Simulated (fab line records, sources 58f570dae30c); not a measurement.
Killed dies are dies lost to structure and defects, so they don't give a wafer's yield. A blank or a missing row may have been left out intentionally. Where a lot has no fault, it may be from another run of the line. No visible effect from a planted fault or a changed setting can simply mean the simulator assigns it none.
fab line records	flow berkeley-cmos170
[record] lots = 5	wafers = 23
route steps=331 shown M1@242 V1@261 M2@284 V2@301
start-h: hours from the record's first day to the start of the lot's first wafer shown	wait-h: hours since the lot's step before	" same as the row above	L1.1+2: one row covering several wafers at once	- either no value or no given start	* or withheld: withheld	< > ~ a bound
route shown NAME@n: NAME is a module with steps in the file, n the number in the route of the first one	usual: mean/standard deviation taken from wafers without a fault	same: alike in all rows	chamber/n: place in a boat	sites: readings site by site	_std_site: how widely they spread, as a standard deviation	_edge_site: inner sites' mean taken away from outer sites' mean	radius-mm: how far each site lies from the wafer's centre	mask NAME#n: copy n	behind: tool/chamber where the wafer was last shaped	hold: the reason the lot was held/the length of the hold in hours/how it ended	device: whichever transistor did not switch (one of n, p or np)	end of line: the same wafers' tests at the end of the route	a step with no rows: only its recipe	killed: count of dies lost to structure and defects at first sort (not the wafer's yield)	map: the dies of a wafer, with x for killed, . for not killed, _ for no die there
set.NAME: the setting the step ran with; set.NAME@STEP: the setting that earlier step ran with	model.NAME: the simulator's own value behind a step, which no gauge read
lots run with intentionally changed settings; tables by step, rows by wafer
[[steps]]
[step UCB170_M1_COAT_04]
[recipe] resist = KrF	spin-rpm = 1500	resist-thk-nm = 900
lot.wafer	tool	chamber	start-h	wait-h	set.resist-thk-nm	model.KrF_of_M1_COAT_04.thk-nm
L077.1	litho-track-01	0	-	-	900	896.4
L077.2	"	0	"	"	921.8	918.4
L077.3+4	"	0	"	"	921.8	920.7
L077.5	"	0	"	"	900	898.4
L078.1	litho-track-04	0	-	-	883.4	881.8
L078.2	"	0	"	"	883.4	881.7
L078.3	"	0	"	"	900	899.7
L078.5	"	0	"	"	900	898.3
L078.6	"	0	"	"	883.4	882.8
L083.1	litho-track-03	0	-	-	900	904.6
L083.2	"	0	"	"	943.2	946.3
L083.4	"	0	"	"	943.2	945.5
L083.5	"	0	"	"	943.2	944.8
L083.6	"	0	"	"	900	904.5
L084.1	litho-track-01	0	-	-	900	900.7
L084.3	"	0	"	"	900	899.1
L084.4	"	0	"	"	900	896.8
L084.5	"	0	"	"	900	901.1
L084.6	"	0	"	"	900	897.2
L082.1	litho-track-04	0	-	-	900	898.5
L082.2	"	0	"	"	900	900
L082.6	"	0	"	"	900	900.4
[step UCB170_M1_METAL_ETCH_12]
[recipe] chemistry = Cl2/BCl3	target = Al	stop-on = PSG	pressure-mtorr = 12	target-depth-a = 7800	over-etch-frac = 0.3	time-s = 130	icp-w = 600	bias-w = 120	Cl2_flow_sccm = 90	bcl3-flow-sccm = 45
lot.wafer	tool	chamber	start-h	wait-h	set.icp-w	set.resist-thk-nm@M1_COAT_04	model.KrF_of_M1_COAT_04.thk-nm
L077.1	rie-metal-02	0	198.67	-	600	900	438.5
L077.2	"	0	"	"	600	921.8	458.7
L077.3	"	0	"	"	646.4	921.8	432.7
L077.4	"	0	"	"	646.4	921.8	432.3
L077.5	"	0	"	"	600	900	436
L078.1	rie-metal-03	0	198.82	-	600	883.4	417.3
L078.2	"	1	"	"	600	883.4	420.8
L078.3	"	0	"	"	600	900	434.6
L078.5	"	0	"	"	600	900	432.1
L078.6	"	1	"	"	600	883.4	419
L083.1	rie-metal-02	1	232.24	-	639.4	900	402.1
L083.2	"	0	"	"	600	943.2	488.9
L083.4	"	0	"	"	639.4	943.2	461.8
L083.5	"	0	"	"	600	943.2	484.1
L083.6	"	1	"	"	639.4	900	401.1
L084.1	rie-metal-04	0	232.36	-	600	900	433.2
L084.3	"	1	"	"	560.8	900	455.6
L084.4	"	0	"	"	600	900	428.4
L084.5	"	0	"	"	560.8	900	461.2
L084.6	"	1	"	"	560.8	900	451.1
L082.1	rie-metal-03	1	232.64	-	600	900	441.4
L082.2	"	0	"	"	600	900	438
L082.6	"	0	"	"	600	900	438.7
[step UCB170_V1_COAT_07]
[recipe] resist = KrF	spin-rpm = 1500	resist-thk-nm = 900
lot.wafer	tool	chamber	start-h	wait-h	set.spin-rpm	model.KrF_of_V1_COAT_07.thk-nm
L077.1	litho-track-02	0	201.59	0.1	1500	900.8
L077.2	"	0	"	"	1563	883
L077.3	"	0	"	"	1500	901.3
L077.4	"	0	"	"	1500	899.1
L077.5	"	0	"	"	1563	883.2
L078.1	litho-track-04	0	203.14	0.1	1441	921.1
L078.2	"	0	"	"	1441	918.1
L078.3	"	0	"	"	1500	899
L078.5	"	0	"	"	1441	919
L078.6	"	0	"	"	1500	899.6
L083.1	litho-track-02	0	235.70	0.1	1392	934.1
L083.2	"	0	"	"	1392	932.3
L083.4	"	0	"	"	1500	901.8
L083.5	"	0	"	"	1500	901.1
L083.6	"	0	"	"	1392	933.4
L082.1	litho-track-02	0	238.21	0.1	1500	899.1
L082.2	"	0	"	"	1500	900.7
L082.6	"	0	"	"	1500	899.6
L084.1	litho-track-01	0	238.21	0.1	1500	904.6
L084.3	"	0	"	"	1500	904.1
L084.4	"	0	"	"	1500	906
L084.5	"	0	"	"	1419	929.1
L084.6	"	0	"	"	1419	931.7
[step UCB170_V1_SOFTBAKE_08]
[recipe] resist = KrF	temp-c = 130	time-s = 60
[step UCB170_V1_EXPOSE_09]
[recipe] mask-id = VIA1	target-cd-nm = 700	na = 0.5	sigma-outer = 0.6	source-shape = conventional	dose-mj = 37.83
[step UCB170_V1_ETCH_14]
[recipe] chemistry = CHF3/CF4/Ar	target = SiO2	stop-on = Al	CHF3_flow_sccm = 45	cf4-flow-sccm = 15	Ar_flow_sccm = 150	pressure-mtorr = 200	rf-w = 700	target-depth-a = 12500	over-etch-frac = 0.25	time-s = 291
lot.wafer	tool	chamber	start-h	wait-h	set.spin-rpm@V1_COAT_07	model.KrF_of_V1_COAT_07.thk-nm
L077.1	rie-diel-03	0	202.70	0.0	1500	605.7
L077.2	"	1	"	"	1563	590.7
L077.3	"	2	"	"	1500	605.2
L077.4	"	3	"	"	1500	604.5
L077.5	"	0	"	"	1563	586.5
L078.1	rie-diel-03	3	204.32	0.0	1441	627.3
L078.2	"	2	"	"	1441	623.2
L078.3	"	0	"	"	1500	604.3
L078.5	"	0	"	"	1441	622.2
L078.6	"	1	"	"	1500	609.4
L083.1	rie-diel-02	3	236.66	0.0	1392	645.9
L083.2	"	1	"	"	1392	641.2
L083.4	"	0	"	"	1500	613
L083.5	"	0	"	"	1500	611.4
L083.6	"	1	"	"	1392	642.5
L084.1	rie-diel-02	0	239.56	0.0	1500	617
L084.3	"	3	"	"	1500	616.4
L084.4	"	2	"	"	1500	615.4
L084.5	"	2	"	"	1419	640.1
L084.6	"	1	"	"	1419	642.5
L082.1	rie-diel-03	1	239.83	0.0	1500	605.7
L082.2	"	3	"	"	1500	607.1
L082.6	"	0	"	"	1500	602.4
[step UCB170_V1_STRIP_15]
[recipe] chemistry = O2	power-w = 400	pressure-mtorr = 3500	platen-temp-c = withheld	o2-flow-sccm = 400	overash-fraction = 0.5
[usual] strip-time-to-endpoint-s = 15.31/0.12
lot.wafer	tool	chamber	start-h	wait-h	set.spin-rpm@V1_COAT_07	strip-time-to-endpoint-s
L077.1	plasma-asher-01	1	202.88	0.1	1500	15.22
L077.2	"	0	"	"	1563	14.86
L077.3	"	0	"	"	1500	15.21
L077.4	"	1	"	"	1500	15.18
L077.5	"	0	"	"	1563	14.76
L078.1	plasma-asher-02	0	204.50	0.1	1441	15.72
L078.2	"	1	"	"	1441	15.61
L078.3	"	0	"	"	1500	15.17
L078.5	"	0	"	"	1441	15.61
L078.6	"	1	"	"	1500	15.29
L083.1	plasma-asher-01	0	236.84	0.1	1392	16.11
L083.2	"	1	"	"	1392	15.98
L083.4	"	0	"	"	1500	15.38
L083.5	"	0	"	"	1500	15.34
L083.6	"	1	"	"	1392	15.99
L084.1	plasma-asher-03	1	239.74	0.1	1500	15.48
L084.3	"	1	"	"	1500	15.45
L084.4	"	0	"	"	1500	15.44
L084.5	"	1	"	"	1419	15.95
L084.6	"	0	"	"	1419	16.01
L082.1	plasma-asher-02	0	240.01	0.1	1500	15.20
L082.2	"	1	"	"	1500	15.24
L082.6	"	1	"	"	1500	15.15
[step UCB170_M2_PEB_13]
[recipe] peb-temp-c = 130	peb-time-s = withheld	resist = KrF
lot.wafer	tool	chamber	start-h	wait-h	set.peb-temp-c
L077.1+4	litho-track-02	0	205.70	0.4	130
L077.2+3+5	"	0	"	"	128
L078.1+5+6	litho-track-01	0	206.68	0.1	130
L078.2+3	"	0	"	"	128.6
L083.1+2+4+5+6	litho-track-03	0	239.31	0.5	130
L084.1+3	litho-track-01	0	242.39	0.1	132
L084.4+5+6	"	0	"	"	130
L082.1+2+6	litho-track-03	0	242.55	0.1	130
[step UCB170_M2_DEVELOP_14]
[recipe] developer = TMAH	develop-time-s = 45	resist = KrF	dev-temp-c = 21
lot.wafer	tool	chamber	start-h	wait-h	set.develop-time-s
L077.1+4+5	litho-track-02	0	-	-	39.94
L077.2+3	"	0	"	"	45
L078.1+2+3+5+6	litho-track-01	0	-	-	45
L083.1+4+5	litho-track-03	0	-	-	39.35
L083.2+6	"	0	"	"	45
L084.1+3+6	litho-track-01	0	-	-	42.28
L084.4+5	"	0	"	"	45
L082.1+2+6	litho-track-03	0	-	-	45
[step UCB170_M2_CD_MEAS_15]
[recipe] target-cd-nm = 700
[usual] cd-nm = 700.4/1.1
lot.wafer	tool	chamber	start-h	wait-h	set.peb-temp-c@M2_PEB_13	cd-nm
L077.1	cd-sem-02	-	205.98	-	130	702.9
L077.2	"	-	"	"	128	715.3
L077.3	"	-	"	"	128	715.7
L077.4	"	-	"	"	130	702.8
L077.5	"	-	"	"	128	716.5
L078.1	cd-sem-02	-	206.95	-	130	699.9
L078.2	"	-	"	"	128.6	710.4
L078.3	"	-	"	"	128.6	710.9
L078.5	"	-	"	"	130	699.2
L078.6	"	-	"	"	130	699.8
L083.1	cd-sem-01	-	239.58	-	130	700.3
L083.2	"	-	"	"	130	700.3
L083.4	"	-	"	"	130	700.6
L083.5	"	-	"	"	130	702.0
L083.6	"	-	"	"	130	700.2
L084.1	cd-sem-02	-	242.67	-	132	689.1
L084.3	"	-	"	"	132	688.3
L084.4	"	-	"	"	130	701.1
L084.5	"	-	"	"	130	699.9
L084.6	"	-	"	"	130	701.6
L082.1	cd-sem-02	-	242.83	-	130	701.3
L082.2	"	-	"	"	130	701.7
L082.6	"	-	"	"	130	701.8
[step UCB170_M2_ETCH_17]
[recipe] chemistry = N2/H2	target-depth-a = withheld	overetch-a = withheld	target = BARC	time-s = withheld	source-w = 500	bias-w = 100	pressure-mtorr = 30	n2-flow-sccm = 100	h2-flow-sccm = 200
lot.wafer	tool	chamber	start-h	wait-h	set.peb-temp-c@M2_PEB_13	model.M2.cd-nm
L077.1	rie-diel-03	2	206.13	0.0	130	703.1
L077.2	"	1	"	"	128	715.3
L077.3	"	3	"	"	128	715.5
L077.4	"	0	"	"	130	702.8
L077.5	"	1	"	"	128	716.2
L078.1	rie-diel-04	2	207.11	0.0	130	700.5
L078.2	"	0	"	"	128.6	709.8
L078.3	"	1	"	"	128.6	711
L078.5	"	1	"	"	130	699.7
L078.6	"	0	"	"	130	700.2
L083.1	rie-diel-04	2	239.74	0.0	130	700.2
L083.2	"	0	"	"	130	700.3
L083.4	"	3	"	"	130	699.9
L083.5	"	0	"	"	130	701.1
L083.6	"	3	"	"	130	699.6
L084.1	rie-diel-03	3	242.83	0.0	132	688.8
L084.3	"	2	"	"	132	688.1
L084.4	"	0	"	"	130	701.1
L084.5	"	3	"	"	130	699.7
L084.6	"	0	"	"	130	701.3
L082.1	rie-diel-04	3	242.99	0.0	130	700.9
L082.2	"	0	"	"	130	701.4
L082.6	"	1	"	"	130	702.1
[step UCB170_M2_METAL_ETCH_18]
[recipe] chemistry = Cl2/BCl3	target = Al	stop-on = SiO2	pressure-mtorr = 12	target-depth-a = 11700	over-etch-frac = 0.3	time-s = 195	icp-w = 600	bias-w = 120	Cl2_flow_sccm = 90	bcl3-flow-sccm = 45
lot.wafer	tool	chamber	start-h	wait-h	set.peb-temp-c@M2_PEB_13	model.M2.cd-nm
L077.1	rie-metal-01	0	206.17	-	130	698.7
L077.2	"	1	"	"	128	715.2
L077.3	"	0	"	"	128	712.9
L077.4	"	1	"	"	130	703
L077.5	"	0	"	"	128	712.4
L078.1	rie-metal-02	0	207.15	-	130	697.9
L078.2	"	0	"	"	128.6	709.8
L078.3	"	0	"	"	128.6	709.1
L078.5	"	0	"	"	130	698.1
L078.6	"	0	"	"	130	701.9
L083.1	rie-metal-01	0	239.78	-	130	698.6
L083.2	"	1	"	"	130	701.5
L083.4	"	0	"	"	130	699.3
L083.5	"	0	"	"	130	699
L083.6	"	1	"	"	130	702.1
L084.1	rie-metal-02	1	242.87	-	132	684.9
L084.3	"	1	"	"	132	682.4
L084.4	"	0	"	"	130	699
L084.5	"	1	"	"	130	696
L084.6	"	0	"	"	130	698.5
L082.1	rie-metal-04	0	243.03	-	130	696.1
L082.2	"	1	"	"	130	701.9
L082.6	"	0	"	"	130	700.4
[step UCB170_M2_STRIP_19]
[recipe] chemistry = O2	power-w = 400	pressure-mtorr = 3500	platen-temp-c = withheld	o2-flow-sccm = 400	overash-fraction = 0.5
[step UCB170_M2_CD_MEAS_90]
[recipe] target-cd-nm = 700
[usual] cd-nm = 699.3/2.2
lot.wafer	tool	chamber	start-h	wait-h	set.peb-temp-c@M2_PEB_13	cd-nm
L077.1	cd-sem-02	-	206.46	0.1	130	698.7
L077.2	"	-	"	"	128	715.5
L077.3	"	-	"	"	128	712.7
L077.4	"	-	"	"	130	702.9
L077.5	"	-	"	"	128	712.4
L078.1	cd-sem-01	-	207.62	0.1	130	697.9
L078.2	"	-	"	"	128.6	710.4
L078.3	"	-	"	"	128.6	709.0
L078.5	"	-	"	"	130	698.0
L078.6	"	-	"	"	130	701.8
L083.1	cd-sem-02	-	240.08	0.1	130	698.6
L083.2	"	-	"	"	130	701.5
L083.4	"	-	"	"	130	698.8
L083.5	"	-	"	"	130	699.0
L083.6	"	-	"	"	130	702.4
L084.1	cd-sem-02	-	243.15	0.1	132	685.1
L084.3	"	-	"	"	132	682.3
L084.4	"	-	"	"	130	698.8
L084.5	"	-	"	"	130	696.0
L084.6	"	-	"	"	130	698.6
L082.1	cd-sem-02	-	243.31	0.1	130	696.0
L082.2	"	-	"	"	130	702.1
L082.6	"	-	"	"	130	700.7
[step UCB170_V2_EXPOSE_09]
[recipe] mask-id = VIA2	target-cd-nm = 700	na = 0.5	sigma-outer = 0.6	source-shape = conventional	dose-mj = 37
lot.wafer	tool	chamber	start-h	wait-h	mask	set.dose-mj
L077.1+2+3+4+5	krf-scanner-01	0	208.05	0.2	VIA2#0	37
L078.1+2	krf-scanner-01	0	209.07	0.1	VIA2#0	34.7
L078.3+5+6	"	0	"	"	VIA2#0	37
L083.1+2+4+5+6	krf-scanner-02	0	242.35	0.2	VIA2#0	37
L084.1+3+4+5+6	krf-scanner-02	0	244.65	0.1	VIA2#0	37
L082.1+2+6	krf-scanner-01	0	245.00	0.2	VIA2#0	37
[step UCB170_V2_PEB_10]
[recipe] peb-temp-c = 130	peb-time-s = withheld	resist = KrF
lot.wafer	tool	chamber	start-h	wait-h	set.peb-temp-c
L077.1+2+4	litho-track-03	0	208.35	0.3	130
L077.3+5	"	0	"	"	127.7
L078.1+2+3	litho-track-04	0	209.19	0.1	127.5
L078.5+6	"	0	"	"	130
L083.1+2+4+5+6	litho-track-04	0	242.46	0.1	130
L084.1+6	litho-track-03	0	244.87	0.2	130
L084.3+4+5	"	0	"	"	133.2
L082.1+2+6	litho-track-02	0	245.12	0.1	130
[step UCB170_V2_DEVELOP_11]
[recipe] developer = TMAH	develop-time-s = 45	resist = KrF	dev-temp-c = 21
[step UCB170_V2_CD_MEAS_12]
[recipe] target-cd-nm = 700
[usual] cd-nm = 700.1/1.3
lot.wafer	tool	chamber	start-h	wait-h	set.dose-mj@V2_EXPOSE_09	set.peb-temp-c@V2_PEB_10	cd-nm
L077.1	cd-sem-02	-	208.62	-	37	130	699.5
L077.2	"	-	"	"	37	130	699.8
L077.3	"	-	"	"	37	127.7	684.1
L077.4	"	-	"	"	37	130	700.6
L077.5	"	-	"	"	37	127.7	685.0
L078.1	cd-sem-01	-	209.46	-	34.7	127.5	670.1
L078.2	"	-	"	"	34.7	127.5	670.7
L078.3	"	-	"	"	37	127.5	682.0
L078.5	"	-	"	"	37	130	700.7
L078.6	"	-	"	"	37	130	700.5
L083.1	cd-sem-01	-	242.77	-	37	130	699.7
L083.2	"	-	"	"	37	130	699.7
L083.4	"	-	"	"	37	130	699.1
L083.5	"	-	"	"	37	130	698.5
L083.6	"	-	"	"	37	130	699.8
L084.1	cd-sem-02	-	245.15	-	37	130	700.6
L084.3	"	-	"	"	37	133.2	720.6
L084.4	"	-	"	"	37	133.2	720.4
L084.5	"	-	"	"	37	133.2	721.0
L084.6	"	-	"	"	37	130	702.7
L082.1	cd-sem-01	-	245.39	-	37	130	698.4
L082.2	"	-	"	"	37	130	700.1
L082.6	"	-	"	"	37	130	699.1
[step UCB170_V2_ETCH_14]
[recipe] chemistry = CHF3/CF4/Ar	target = SiO2	stop-on = Al	CHF3_flow_sccm = 45	cf4-flow-sccm = 15	Ar_flow_sccm = 150	pressure-mtorr = 200	rf-w = 700	target-depth-a = 12500	over-etch-frac = 0.25	time-s = 291
lot.wafer	tool	chamber	start-h	wait-h	set.dose-mj@V2_EXPOSE_09	set.peb-temp-c@V2_PEB_10	model.V2.cd-nm
L077.1	rie-diel-04	2	208.78	0.0	37	130	699.6
L077.2	"	1	"	"	37	130	699.8
L077.3	"	0	"	"	37	127.7	683.7
L077.4	"	2	"	"	37	130	700.4
L077.5	"	0	"	"	37	127.7	684.4
L078.1	rie-diel-01	3	209.62	0.0	34.7	127.5	670.3
L078.2	"	1	"	"	34.7	127.5	671.2
L078.3	"	2	"	"	37	127.5	682.7
L078.5	"	3	"	"	37	130	701.3
L078.6	"	0	"	"	37	130	701.2
L083.1	rie-diel-02	0	242.92	0.0	37	130	700
L083.2	"	3	"	"	37	130	700.1
L083.4	"	2	"	"	37	130	699
L083.5	"	1	"	"	37	130	698.9
L083.6	"	0	"	"	37	130	699.4
L084.1	rie-diel-01	1	245.31	0.0	37	130	701.3
L084.3	"	3	"	"	37	133.2	720.3
L084.4	"	0	"	"	37	133.2	720.6
L084.5	"	2	"	"	37	133.2	721.2
L084.6	"	1	"	"	37	130	702.6
L082.1	rie-diel-02	0	245.55	0.0	37	130	698.2
L082.2	"	3	"	"	37	130	699.6
L082.6	"	1	"	"	37	130	699
[step UCB170_V2_STRIP_15]
[recipe] chemistry = O2	power-w = 400	pressure-mtorr = 3500	platen-temp-c = withheld	o2-flow-sccm = 400	overash-fraction = 0.5
[step UCB170_V2_CD_MEAS_90]
[recipe] target-cd-nm = 700
[usual] cd-nm = 700.2/1.4
lot.wafer	tool	chamber	start-h	wait-h	set.dose-mj@V2_EXPOSE_09	set.peb-temp-c@V2_PEB_10	cd-nm
L077.1	cd-sem-01	-	209.06	0.1	37	130	699.7
L077.2	"	-	"	"	37	130	699.8
L077.3	"	-	"	"	37	127.7	684.0
L077.4	"	-	"	"	37	130	700.7
L077.5	"	-	"	"	37	127.7	684.4
L078.1	cd-sem-01	-	209.90	0.1	34.7	127.5	670.1
L078.2	"	-	"	"	34.7	127.5	671.2
L078.3	"	-	"	"	37	127.5	682.8
L078.5	"	-	"	"	37	130	701.2
L078.6	"	-	"	"	37	130	701.0
L083.1	cd-sem-01	-	243.20	0.1	37	130	700.3
L083.2	"	-	"	"	37	130	700.1
L083.4	"	-	"	"	37	130	698.9
L083.5	"	-	"	"	37	130	699.0
L083.6	"	-	"	"	37	130	699.7
L084.1	cd-sem-02	-	245.58	0.1	37	130	701.4
L084.3	"	-	"	"	37	133.2	720.4
L084.4	"	-	"	"	37	133.2	720.3
L084.5	"	-	"	"	37	133.2	721.5
L084.6	"	-	"	"	37	130	702.3
L082.1	cd-sem-02	-	245.83	0.1	37	130	698.1
L082.2	"	-	"	"	37	130	699.9
L082.6	"	-	"	"	37	130	699.2
[[key]]
[split] step = UCB170_M1_COAT_04	setting = resist-thk-nm	stated = 900	by = wafer
[response] step = UCB170_M1_COAT_04	reading = model.KrF_of_M1_COAT_04.thk-nm	change = +8.74	per = 1%	r = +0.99
[response] step = UCB170_M1_METAL_ETCH_12	reading = model.KrF_of_M1_COAT_04.thk-nm	slope = +11.4	per = 1%	together-with = icp-w@M1_METAL_ETCH_12	explained = 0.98
[split] step = UCB170_M1_METAL_ETCH_12	setting = icp-w	stated = 600	by = wafer
[response] step = UCB170_M1_METAL_ETCH_12	reading = model.KrF_of_M1_COAT_04.thk-nm	slope = -4.01	per = 1%	together-with = resist-thk-nm@M1_COAT_04	explained = 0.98
[split] step = UCB170_V1_COAT_07	setting = spin-rpm	stated = 1500	by = wafer
[response] step = UCB170_V1_COAT_07	reading = model.KrF_of_V1_COAT_07.thk-nm	change = -4.55	per = 1%	r = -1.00
[response] step = UCB170_V1_ETCH_14	reading = model.KrF_of_V1_COAT_07.thk-nm	change = -4.35	per = 1%	r = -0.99
[response] step = UCB170_V1_STRIP_15	reading = strip-time-to-endpoint-s	change = *	per = 1%	r = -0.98
[split] step = UCB170_M2_PEB_13	setting = peb-temp-c	stated = 130	by = wafer
[response] step = UCB170_M2_CD_MEAS_15	reading = cd-nm	change = -8.58	per = 1%	r = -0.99
[response] step = UCB170_M2_ETCH_17	reading = model.M2.cd-nm	change = -8.4	per = 1%	r = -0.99
[response] step = UCB170_M2_METAL_ETCH_18	reading = model.M2.cd-nm	change = -8.85	per = 1%	r = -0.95
[response] step = UCB170_M2_CD_MEAS_90	reading = cd-nm	change = -8.9	per = 1%	r = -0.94
[split] step = UCB170_M2_DEVELOP_14	setting = develop-time-s	stated = 45	by = wafer
response none clear
[split] step = UCB170_V2_EXPOSE_09	setting = dose-mj	stated = 37	by = wafer
[response] step = UCB170_V2_CD_MEAS_12	reading = cd-nm	slope = +2.14	per = 1%	together-with = peb-temp-c@V2_PEB_10	explained = 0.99
[response] step = UCB170_V2_ETCH_14	reading = model.V2.cd-nm	slope = +2.19	per = 1%	together-with = peb-temp-c@V2_PEB_10	explained = 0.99
[response] step = UCB170_V2_CD_MEAS_90	reading = cd-nm	slope = +2.19	per = 1%	together-with = peb-temp-c@V2_PEB_10	explained = 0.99
[split] step = UCB170_V2_PEB_10	setting = peb-temp-c	stated = 130	by = wafer
[response] step = UCB170_V2_CD_MEAS_12	reading = cd-nm	change = +9.68	per = 1%	r = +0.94
[response] step = UCB170_V2_ETCH_14	reading = model.V2.cd-nm	change = +9.72	per = 1%	r = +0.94
[response] step = UCB170_V2_CD_MEAS_90	reading = cd-nm	change = +9.73	per = 1%	r = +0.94
